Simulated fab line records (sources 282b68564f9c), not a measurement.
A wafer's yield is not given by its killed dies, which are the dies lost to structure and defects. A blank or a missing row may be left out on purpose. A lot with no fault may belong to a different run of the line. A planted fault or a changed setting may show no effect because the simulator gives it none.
Check of tool commonality	flow rit_cmos	Sampled: 16 lots, 48 wafers

== REASON FOR OPENING ==
At RIT_PWELL_OVL_MEAS_06 the reading PWELL_OVL is flagged on 4 of 16 lots. Wafers without a fault read 0.6 nm, standard deviation 1.5.
Rule: a lot is flagged in two cases, either no wafer of it has a number, or all its wafers with numbers fall more than 4 standard deviations from that mean. The other lots count as sound.

lot	measured	on	PWELL_OVL (nm), wafer by wafer	flag
L732	day 1 22:18	overlay-01	-0.7 -0.9 -0.1	
L733	day 2 02:55	overlay-02	-1.7 -0.6 0.3	
L735	day 2 14:22	overlay-01	0.8 2.0 0.2	
L736	day 2 19:39	overlay-01	0.3 0.9 2.4	
L737	day 2 23:39	overlay-02	1.5 -0.9 0.6	
L739	day 3 10:00	overlay-01	1.8 3.0 3.0	
L740	day 3 15:05	overlay-01	-1.0 -0.6 -1.8	
L741	day 3 19:46	overlay-01	-0.1 0.0 0.7	
L742	day 4 00:05	overlay-01	-1.0 0.2 -1.7	
L743	day 4 05:12	overlay-01	1.8 1.4 1.4	
L748	day 5 07:31	overlay-02	-1.1 -0.6 0.9	
L749	day 5 10:56	overlay-01	362.1 362.9 362.4	FLAGGED
L750	day 5 16:27	overlay-02	362.5 363.1 364.0	FLAGGED
L751	day 5 21:55	overlay-02	363.0 364.8 362.9	FLAGGED
L752	day 6 01:46	overlay-02	361.2 361.2 360.4	FLAGGED
L755	day 6 18:16	overlay-02	-0.5 0.7 1.7	
On average the flagged lots read 362.5 nm, which is +361.9 nm against the usual, or +99 or more standard deviations.

== WHICH TOOL RAN EACH LOT ==
The record keeps 1 process step preceding the reading, out of 202 steps on the route. Every cell lists first the tool, next ch and the chambers used by the sampled wafers, and last the start.
lot	flag	RIT_PWELL_EXPOSE_03
L732		iline_stepper-02 ch 0, day 1 21:54
L733		iline_stepper-02 ch 0, day 2 02:29
L735		iline_stepper-01 ch 0, day 2 13:56
L736		iline_stepper-01 ch 0, day 2 19:14
L737		iline_stepper-02 ch 0, day 2 23:04
L739		iline_stepper-01 ch 0, day 3 09:35
L740		iline_stepper-01 ch 0, day 3 14:40
L741		iline_stepper-02 ch 0, day 3 19:20
L742		iline_stepper-01 ch 0, day 3 23:39
L743		iline_stepper-01 ch 0, day 4 04:31
L748		iline_stepper-01 ch 0, day 5 07:05
L749	FLAGGED	iline_stepper-01 ch 0, day 5 10:32
L750	FLAGGED	iline_stepper-01 ch 0, day 5 16:02
L751	FLAGGED	iline_stepper-01 ch 0, day 5 21:28
L752	FLAGGED	iline_stepper-01 ch 0, day 6 01:21
L755		iline_stepper-02 ch 0, day 6 17:52
What these steps do:
- RIT_PWELL_EXPOSE_03: exposes mask M3, target cd 43700 nm.
- RIT_PWELL_OVL_MEAS_06

== FLAGGED AGAINST TOTAL, ONE TOOL AT A TIME (gauges that did the reading follow at the end) ==
step	tool	lots run	flagged	share of the flagged lots	sound lots run after its first flagged lot
RIT_PWELL_EXPOSE_03	iline_stepper-01	11	4	all	0
RIT_PWELL_EXPOSE_03	iline_stepper-02	5	0	none	-
RIT_PWELL_OVL_MEAS_06	overlay-01	9	1	some	0
RIT_PWELL_OVL_MEAS_06	overlay-02	7	3	some	1 (L755)

== WHAT THE TABLE PERMITS ==
Rows of the table that ran each flagged lot: 1, that is iline_stepper-01 at RIT_PWELL_EXPOSE_03.
- iline_stepper-01 at RIT_PWELL_EXPOSE_03 ran 11 lots, 4 of them flagged. Last sound lot L748 at day 5 07:05, first flagged lot L749 at day 5 10:32; a fault beginning in between fits.
iline_stepper-01 at RIT_PWELL_EXPOSE_03 is the single tool remaining.

== WHAT WAS PUT IN BY THE SIMULATOR ==
Scanner matching overlay: iline_stepper-01, from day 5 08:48 on, at RIT_PWELL_EXPOSE_03. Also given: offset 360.
Struck lots among those shown: L749, L750, L751, L752. The rule given above showed the same thing.
